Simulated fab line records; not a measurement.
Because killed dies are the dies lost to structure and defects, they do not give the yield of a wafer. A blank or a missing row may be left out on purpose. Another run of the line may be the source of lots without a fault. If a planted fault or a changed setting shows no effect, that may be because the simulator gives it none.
Split-lot trial + flow ritCmos + on a route of 202 steps: 5 lots, 27 wafers read

## ON THE SPLIT
At RIT_M1_SPUTTER_00 (material Al, target thk 400 nm, time 500 s), the setting timeS was moved away from the recipe's 500 s on 12 of the 27 wafers read, by -59.0% to +52.4%. For the rest of the wafers, this setting stayed at what the recipe calls for.

## FROM THE SPLIT TO THE READING: what the file shows between them, 5 steps
- RIT_M1_RS_MEAS_01: measures by four-point-probe
- RIT_M1_THK_MEAS_02: measures by xrf
- RIT_M1_HMDS_03: prime time 60 s
- RIT_M1_COAT_04: resist thk 1300 nm
- RIT_M1_HARDBAKE_11: time 120 s

## THE READING
oesProductAu, in a.u., at RIT_M1_METAL_ETCH_12 (etches Al in Cl2/BCl3, stops on SiO2, time 165 s, target depth 600 nm). Typical for fault-free wafers on this fab line: 0.773 a.u., with standard deviation 0.01 a.u.

| wafer  | tool, chamber at the split | timeS as run, s | against the recipe | oesProductAu, a.u. | against lot-mates on the recipe |
|--------|----------------------------|-----------------|--------------------|--------------------|---------------------------------|
| L075.1 | pvdSputter-03, -           | 500             | recipe             | 0.773              | -                               |
| L075.2 | pvdSputter-03, -           | 689.4           | +37.9%             | 0.937              | +0.165                          |
| L075.3 | pvdSputter-03, -           | 689.4           | +37.9%             | 0.944              | +0.172                          |
| L075.4 | pvdSputter-03, -           | 500             | recipe             | 0.784              | -                               |
| L075.5 | pvdSputter-03, -           | 500             | recipe             | 0.760              | -                               |
| L075.6 | pvdSputter-03, -           | 689.4           | +37.9%             | 0.950              | +0.178                          |
| L078.1 | pvdSputter-02, -           | 500             | recipe             | 0.773              | -                               |
| L078.2 | pvdSputter-02, -           | 205.1           | -59.0%             | 0.517              | -0.263                          |
| L078.3 | pvdSputter-02, -           | 500             | recipe             | 0.784              | -                               |
| L078.4 | pvdSputter-02, -           | 205.1           | -59.0%             | 0.521              | -0.259                          |
| L078.5 | pvdSputter-02, -           | 205.1           | -59.0%             | 0.518              | -0.262                          |
| L078.6 | pvdSputter-02, -           | 500             | recipe             | 0.782              | -                               |
| L079.1 | pvdSputter-01, -           | 500             | recipe             | 0.784              | -                               |
| L079.2 | pvdSputter-01, -           | 500             | recipe             | 0.784              | -                               |
| L079.3 | pvdSputter-01, -           | 762             | +52.4%             | 0.997              | +0.216                          |
| L079.4 | pvdSputter-01, -           | 500             | recipe             | 0.776              | -                               |
| L079.5 | pvdSputter-01, -           | 762             | +52.4%             | 0.987              | +0.206                          |
| L079.6 | pvdSputter-01, -           | 762             | +52.4%             | 1.004              | +0.223                          |
| L080.1 | pvdSputter-02, -           | 500             | recipe             | 0.781              | -                               |
| L080.3 | pvdSputter-02, -           | 500             | recipe             | 0.756              | -                               |
| L080.4 | pvdSputter-02, -           | 500             | recipe             | 0.767              | -                               |
| L082.1 | pvdSputter-02, -           | 500             | recipe             | 0.779              | -                               |
| L082.2 | pvdSputter-02, -           | 500             | recipe             | 0.769              | -                               |
| L082.3 | pvdSputter-02, -           | 587.4           | +17.5%             | 0.852              | +0.077                          |
| L082.4 | pvdSputter-02, -           | 587.4           | +17.5%             | 0.862              | +0.087                          |
| L082.5 | pvdSputter-02, -           | 587.4           | +17.5%             | 0.851              | +0.076                          |
| L082.6 | pvdSputter-02, -           | 500             | recipe             | 0.776              | -                               |

FIT RESULTS
A straight line over all 27 wafers: oesProductAu changes by +0.00433 a.u. for each +1% of timeS; r = +1.00; the points scatter about the line by 0.0081 a.u.
The same after taking each lot's own level away (the mean of its wafers on the recipe; 27 wafers): +0.00434 a.u. for each +1%; r = +1.00; scatter 0.0086 a.u.
The reading moves by 0.26 a.u. for the largest change in timeS, on that fit.
The span of the lots' own levels, 0.7680 to 0.7813 a.u., comes to 1.3 times the standard deviation stated above.
Hence the lot-to-lot level has little effect on the slope; both slopes agree.
Check: with one of the wafers moved furthest among these (-59.0%) left out of the fit, the line predicts -0.255 a.u. for it against its lot-mates. Against them it came out at -0.263 a.u.

## OTHER SPLITS ON THESE WAFERS
Before the reading, these wafers also passed through other splits. Each is held against what the fit with the lots' levels taken away leaves over:
| other split on the same wafers   | wafers away from the commonest value | r with oesProductAu (lot level and that fit taken away) |
|----------------------------------|--------------------------------------|---------------------------------------------------------|
| RIT_GATE_DEVELOP_15 developTimeS | 9                                    | -0.01                                                   |

## THE WHOLE CHAIN: every reading that the file lists as answering this split, in the file's order
| step                 | what it does                                                          | reading                                                                    | change (the file's fit)                   | r (the file's) |
|----------------------|-----------------------------------------------------------------------|----------------------------------------------------------------------------|-------------------------------------------|----------------|
| RIT_M1_SPUTTER_00    | material Al, target thk 400 nm, time 500 s                            | Al_of_M1_SPUTTER_00.thkNm (the simulator's own value, which no gauge read) | +4.01 nm for each +1% of the setting      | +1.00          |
| RIT_M1_RS_MEAS_01    | measures by four-point-probe                                          | M1_AL_RS                                                                   | -0.0011 for each +1% of the setting       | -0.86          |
| RIT_M1_THK_MEAS_02   | measures by xrf                                                       | M1_AL_THK                                                                  | +4.06 for each +1% of the setting         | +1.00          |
| RIT_M1_METAL_ETCH_12 | etches Al in Cl2/BCl3, stops on SiO2, time 165 s, target depth 600 nm | oesProductAu                                                               | +0.00434 a.u. for each +1% of the setting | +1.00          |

## THE FILE'S OWN FIT
oesProductAu changes by +0.00434 a.u. for each +1% of timeS, r = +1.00.
